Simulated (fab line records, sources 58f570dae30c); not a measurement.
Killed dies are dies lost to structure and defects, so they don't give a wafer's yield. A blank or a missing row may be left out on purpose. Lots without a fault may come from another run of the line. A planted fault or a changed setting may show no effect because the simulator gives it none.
Split-lot experiment | flow berkeley_cmos170 | 5 lots, 27 wafers read, on a route of 331 steps

THE SPLIT
At UCB170_M3_METAL_ETCH_18 (etches Al in Cl2/BCl3, stops on SiO2, target depth 1170 nm, time 195 s), the setting target_depth_a was moved away from the recipe's 11700 angstrom on 12 of the 27 wafers read, by -58.7% to +33.4%. The other wafers ran this setting at the recipe's value.

FROM THE SPLIT TO THE READING: what the file shows between them, 1 step
- UCB170_M3_STRIP_19: strips in O2

THE READING
cd_nm, in nm, at UCB170_M3_CD_MEAS_90 (target cd 700 nm). Fault-free wafers of this fab line usually give 700.8 nm, standard deviation 3 nm.

wafer  | tool, chamber at the split | target_depth_a as run, angstrom | against the recipe | cd_nm, nm | against lot-mates on the recipe
L076.1 | rie_metal-01, 0            | 15610                           | +33.4%             | 691.8     | -11.4
L076.2 | rie_metal-01, 1            | 15610                           | +33.4%             | 684.6     | -18.6
L076.3 | rie_metal-01, 1            | 15610                           | +33.4%             | 685.9     | -17.3
L076.4 | rie_metal-01, 0            | 11700                           | recipe             | 705.9     | -
L076.5 | rie_metal-01, 1            | 11700                           | recipe             | 698.8     | -
L076.6 | rie_metal-01, 0            | 11700                           | recipe             | 704.9     | -
L075.1 | rie_metal-03, 0            | 13730                           | +17.4%             | 687.7     | -8.0
L075.2 | rie_metal-03, 1            | 13730                           | +17.4%             | 691.2     | -4.5
L075.3 | rie_metal-03, 1            | 13730                           | +17.4%             | 694.1     | -1.6
L075.4 | rie_metal-03, 0            | 11700                           | recipe             | 693.4     | -
L075.5 | rie_metal-03, 1            | 11700                           | recipe             | 700.9     | -
L075.6 | rie_metal-03, 0            | 11700                           | recipe             | 692.8     | -
L077.1 | rie_metal-01, 1            | 4828                            | -58.7%             | 727.8     | +23.0
L077.2 | rie_metal-01, 0            | 11700                           | recipe             | 705.2     | -
L077.3 | rie_metal-01, 0            | 11700                           | recipe             | 705.8     | -
L077.4 | rie_metal-01, 1            | 11700                           | recipe             | 703.3     | -
L077.5 | rie_metal-01, 1            | 4828                            | -58.7%             | 730.8     | +26.0
L077.6 | rie_metal-01, 0            | 4828                            | -58.7%             | 732.8     | +28.0
L078.1 | rie_metal-03, 1            | 8843                            | -24.4%             | 713.8     | +11.2
L078.2 | rie_metal-03, 0            | 8843                            | -24.4%             | 716.1     | +13.5
L078.3 | rie_metal-03, 0            | 11700                           | recipe             | 704.7     | -
L078.4 | rie_metal-03, 1            | 11700                           | recipe             | 702.8     | -
L078.5 | rie_metal-03, 1            | 11700                           | recipe             | 700.4     | -
L078.6 | rie_metal-03, 0            | 8843                            | -24.4%             | 708.9     | +6.3
L080.1 | rie_metal-03, 1            | 11700                           | recipe             | 700.0     | -
L080.4 | rie_metal-03, 0            | 11700                           | recipe             | 701.2     | -
L080.5 | rie_metal-03, 1            | 11700                           | recipe             | 701.8     | -

THE FIT
A straight line over all 27 wafers: cd_nm changes by -0.482 nm for each +1% of target_depth_a; r = -0.96; the points scatter about the line by 3.7 nm.
The same after taking each lot's own level away (the mean of its wafers on the recipe; 27 wafers): -0.433 nm for each +1%; r = -0.97; scatter 2.8 nm.
On that fit, the largest move of target_depth_a shifts the reading by 25 nm.
The lots' own levels span 695.70 to 704.77 nm, that is 3.0 times the standard deviation above.
So the lot-to-lot level changes the slope: the two fits differ.
Check: with one of the wafers moved furthest among these (-58.7%) left out of the fit, the line predicts +26.3 nm for it against its lot-mates. It came out at +23 nm against them.
Tool readings at the split's step, against how far the setting was moved: oes_product_au r = -0.92.

OTHER SPLITS ON THESE WAFERS
These wafers also went through other splits before the reading. Each is held against what the fit with the lots' levels taken away leaves over:
other split on the same wafers         | wafers away from the commonest value | r with cd_nm (lot level and that fit taken away)
UCB170_START_OXIDATION_02 ox_time_s    | 21                                   | -0.08
UCB170_SCREENOX_OXIDATION_01 ox_time_s | 18                                   | +0.24
UCB170_M1_SPUTTER_00 time_s            | 9                                    | -0.17
UCB170_M2_DEVELOP_14 develop_time_s    | 9                                    | -0.02

THE WHOLE CHAIN: every reading that the file lists as answering this split, in the file's order
step                    | what it does                                                           | reading                                                                   | change (the file's fit)                   | r (the file's)
UCB170_M3_METAL_ETCH_18 | etches Al in Cl2/BCl3, stops on SiO2, target depth 1170 nm, time 195 s | oes_product_au                                                            | -0.00297 a.u. for each +1% of the setting | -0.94
UCB170_M3_METAL_ETCH_18 | etches Al in Cl2/BCl3, stops on SiO2, target depth 1170 nm, time 195 s | M3.feature_depth_nm (the simulator's own value, which no gauge read)      | +5.64 nm for each +1% of the setting      | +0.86
UCB170_M3_METAL_ETCH_18 | etches Al in Cl2/BCl3, stops on SiO2, target depth 1170 nm, time 195 s | KrF_of_M3_COAT_10.thk_nm (the simulator's own value, which no gauge read) | -6.63 nm for each +1% of the setting      | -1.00
UCB170_M3_STRIP_19      | strips in O2                                                           | oes_product_au                                                            | -0.00435 a.u. for each +1% of the setting | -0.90
UCB170_M3_CD_MEAS_90    | target cd 700 nm                                                       | cd_nm                                                                     | -0.433 nm for each +1% of the setting     | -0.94

THE FILE'S OWN FIT
cd_nm changes by -0.433 nm for each +1% of target_depth_a, r = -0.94.
